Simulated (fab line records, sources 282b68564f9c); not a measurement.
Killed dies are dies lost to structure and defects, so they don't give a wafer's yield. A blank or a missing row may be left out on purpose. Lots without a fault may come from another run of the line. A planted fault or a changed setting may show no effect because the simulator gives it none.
Which tool did it? | flow rit_cmos | 14 lots, 42 wafers sampled, at 5 steps of a route of 202

WHAT THE GAUGES READ, wafer by wafer
RIT_ACTIVE_THK_MEAS_02. Usual: ACTIVE_OXIDE_THK 43.1 nm, standard deviation 0.78.
lot  | measured    | on            | ACTIVE_OXIDE_THK (nm) | flag
L644 | day 1 13:34 | film_metro-02 | 43.5 43.5 42.7        |
L646 | day 1 22:16 | film_metro-02 | 43.2 43.6 44.0        |
L647 | day 2 03:04 | film_metro-02 | 44.0 44.8 44.6        |
L649 | day 2 14:02 | film_metro-01 | 43.3 43.6 43.3        |
L650 | day 2 19:46 | film_metro-03 | 44.2 44.0 44.4        |
L651 | day 2 23:05 | film_metro-01 | 43.0 43.1 43.4        |
L653 | day 3 12:28 | film_metro-03 | 42.2 42.0 41.9        |
L655 | day 3 20:40 | film_metro-01 | 42.2 42.3 42.5        |
L657 | day 4 05:53 | film_metro-02 | 46.3 46.9 46.1        | OFF
L658 | day 4 10:47 | film_metro-01 | 42.6 42.2 42.0        |
L659 | day 4 15:46 | film_metro-01 | 46.2 46.3 45.3        | OFF
L660 | day 4 21:18 | film_metro-02 | 42.7 41.9 41.9        |
L664 | day 5 17:13 | film_metro-02 | 42.5 43.5 43.0        |
L667 | day 6 08:29 | film_metro-03 | 43.0 42.4 43.1        |

RIT_ACTIVE_CD_MEAS_11: target cd 1400 nm. Usual: cd_nm 1400.3 nm, standard deviation 2.2.
lot  | measured    | on        | cd_nm (nm)           | flag
L644 | day 1 16:16 | cd_sem-01 | 1401.4 1401.4 1402.3 |
L646 | day 2 00:59 | cd_sem-02 | 1404.2 1403.9 1403.0 |
L647 | day 2 05:40 | cd_sem-02 | 1402.1 1402.2 1401.4 |
L649 | day 2 16:26 | cd_sem-02 | 1398.9 1397.2 1396.5 |
L650 | day 2 22:11 | cd_sem-02 | 1400.7 1398.3 1399.7 |
L651 | day 3 02:39 | cd_sem-01 | 1399.8 1398.2 1401.7 |
L653 | day 3 15:52 | cd_sem-02 | 1399.1 1400.6 1397.4 |
L655 | day 4 00:31 | cd_sem-01 | 1402.5 1400.9 1402.8 |
L657 | day 4 09:00 | cd_sem-01 | 1401.3 1401.5 1400.5 |
L658 | day 4 14:10 | cd_sem-02 | 1399.8 1401.6 1400.8 |
L659 | day 4 19:04 | cd_sem-02 | 1404.2 1402.2 1400.2 |
L660 | day 5 00:31 | cd_sem-01 | 1401.6 1402.7 1401.4 |
L664 | day 5 22:00 | cd_sem-01 | 1401.1 1400.9 1403.6 |
L667 | day 6 17:37 | cd_sem-01 | 1399.4 1397.3 1399.0 |

RIT_M1_CD_MEAS_09: target cd 2600 nm. Usual: cd_nm 2599.8 nm, standard deviation 2.3.
lot  | measured    | on        | cd_nm (nm)           | flag
L644 | day 3 13:12 | cd_sem-02 | 2601.7 2602.9 2599.8 |
L646 | day 3 21:56 | cd_sem-02 | 2599.9 2598.1 2599.7 |
L647 | day 4 09:41 | cd_sem-01 | 2599.2 2601.2 2599.9 |
L649 | day 4 18:53 | cd_sem-01 | 2599.8 2600.3 2598.2 |
L650 | day 4 19:25 | cd_sem-01 | 2599.4 2599.6 2600.5 |
L651 | day 5 10:47 | cd_sem-01 | 2597.9 2600.2 2598.6 |
L653 | day 5 16:32 | cd_sem-01 | 2602.8 2604.7 2604.5 |
L655 | day 6 03:29 | cd_sem-02 | 2596.2 2596.2 2595.5 |
L657 | day 6 15:16 | cd_sem-01 | 2594.2 2594.8 2593.7 |
L658 | day 6 21:55 | cd_sem-01 | 2597.6 2598.3 2596.5 |
L659 | day 7 03:41 | cd_sem-01 | 2594.7 2597.8 2597.4 |
L660 | day 7 03:58 | cd_sem-02 | 2598.7 2599.5 2601.3 |
L664 | day 7 23:35 | cd_sem-02 | 2599.9 2598.6 2599.8 |
L667 | day 9 02:35 | cd_sem-01 | 2602.0 2602.8 2601.2 |

WHICH TOOL RAN EACH LOT (tool, then ch and the chambers of the sampled wafers, then the start)
lot  | RIT_ACTIVE_OXIDATION_01      | RIT_NSD_STRIP_09
L644 | furnace-04 ch 0, day 1 11:37 | plasma_asher-04 ch 0,1, day 3 06:11
L646 | furnace-01 ch 0, day 1 20:19 | plasma_asher-01 ch 0,1, day 3 15:00
L647 | furnace-04 ch 0, day 2 01:07 | plasma_asher-04 ch 0,1, day 4 02:56
L649 | furnace-04 ch 0, day 2 12:07 | plasma_asher-02 ch 0,1, day 4 12:05
L650 | furnace-03 ch 0, day 2 17:49 | plasma_asher-01 ch 0,1, day 4 12:23
L651 | furnace-04 ch 0, day 2 21:07 | plasma_asher-01 ch 0,1, day 5 03:45
L653 | furnace-01 ch 0, day 3 10:32 | plasma_asher-04 ch 0,1, day 5 09:30
L655 | furnace-01 ch 0, day 3 18:43 | plasma_asher-01 ch 0,1, day 5 20:32
L657 | furnace-01 ch 0, day 4 03:57 | plasma_asher-02 ch 0,1, day 6 08:20
L658 | furnace-03 ch 0, day 4 08:50 | plasma_asher-02 ch 0,1, day 6 14:50
L659 | furnace-01 ch 0, day 4 13:49 | plasma_asher-01 ch 0,1, day 6 20:38
L660 | furnace-04 ch 0, day 4 19:22 | plasma_asher-02 ch 0,1, day 6 20:53
L664 | furnace-03 ch 0, day 5 15:17 | plasma_asher-04 ch 0,1, day 7 16:25
L667 | furnace-03 ch 0, day 6 06:32 | plasma_asher-04 ch 1, day 8 19:01
- RIT_ACTIVE_OXIDATION_01: target thk 46.8 nm, ox time 3360 s.
- RIT_NSD_STRIP_09: strips in O2, time 180 s.

WHAT THE TOOLS THEMSELVES READ (means of the sampled wafers that have a number; where no wafer has one, the mark that the record gives instead)
RIT_ACTIVE_OXIDATION_01. Usual: spike_tc_centre_C 994.7 C, standard deviation 1.2.
lot  | tool       | spike_tc_centre_C (C) | flag
L644 | furnace-04 | 995.6                 |
L646 | furnace-01 | 995.0                 |
L647 | furnace-04 | 996.2                 |
L649 | furnace-04 | 996.2                 |
L650 | furnace-03 | 994.8                 |
L651 | furnace-04 | 995.5                 |
L653 | furnace-01 | 994.1                 |
L655 | furnace-01 | 994.2                 |
L657 | furnace-01 | 993.5                 |
L658 | furnace-03 | 994.8                 |
L659 | furnace-01 | 994.3                 |
L660 | furnace-04 | 995.6                 |
L664 | furnace-03 | 993.6                 |
L667 | furnace-03 | 994.7                 |

RIT_NSD_STRIP_09. Usual: drypump_motor_current_A 5.8 A, standard deviation 0.54.
lot  | tool            | drypump_motor_current_A (A) | flag
L644 | plasma_asher-04 | 5.8                         |
L646 | plasma_asher-01 | 5.5                         |
L647 | plasma_asher-04 | 5.4                         |
L649 | plasma_asher-02 | 6.1                         |
L650 | plasma_asher-01 | 5.5                         |
L651 | plasma_asher-01 | 5.5                         |
L653 | plasma_asher-04 | 5.4                         |
L655 | plasma_asher-01 | 5.5                         |
L657 | plasma_asher-02 | 6.1                         |
L658 | plasma_asher-02 | 6.1                         |
L659 | plasma_asher-01 | 5.5                         |
L660 | plasma_asher-02 | 6.0                         |
L664 | plasma_asher-04 | 5.4                         |
L667 | plasma_asher-04 | 6.2                         |

THE ANSWER, worked out from the rows above alone
Rule: a lot is off if the mean of its wafers that have a number lies more than 3 standard deviations from the usual mean. A lot without any number at a reading at which 4 lots or more have one is off too. The other lots that the step has rows for count as sound. The gauges are gone through in route order, then the tools' own readings, and for those a lot's mean is taken as printed above. The first step at which some lot is off is used, and at that step the reading that is off furthest; a lot without a number counts as furthest.
Off: L657, L659, at RIT_ACTIVE_THK_MEAS_02 (ACTIVE_OXIDE_THK).
A tool fits if, at a process step before that reading, it ran every lot that is off, and no sound lot after the first of them. The gauges at RIT_ACTIVE_THK_MEAS_02 are tried like those tools. One fits: furnace-01 at RIT_ACTIVE_OXIDATION_01. Its last sound lot is L655 (day 3 18:43), its first lot that is off L657 (day 4 03:57): a fault that began between those two fits.

WHAT THE SIMULATOR HAD PUT IN
Process parameter drift: furnace-01, from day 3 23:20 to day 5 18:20, at RIT_ACTIVE_OXIDATION_01. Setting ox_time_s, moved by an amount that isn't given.
Lots struck among those shown: L657, L659. The rule above found the same.
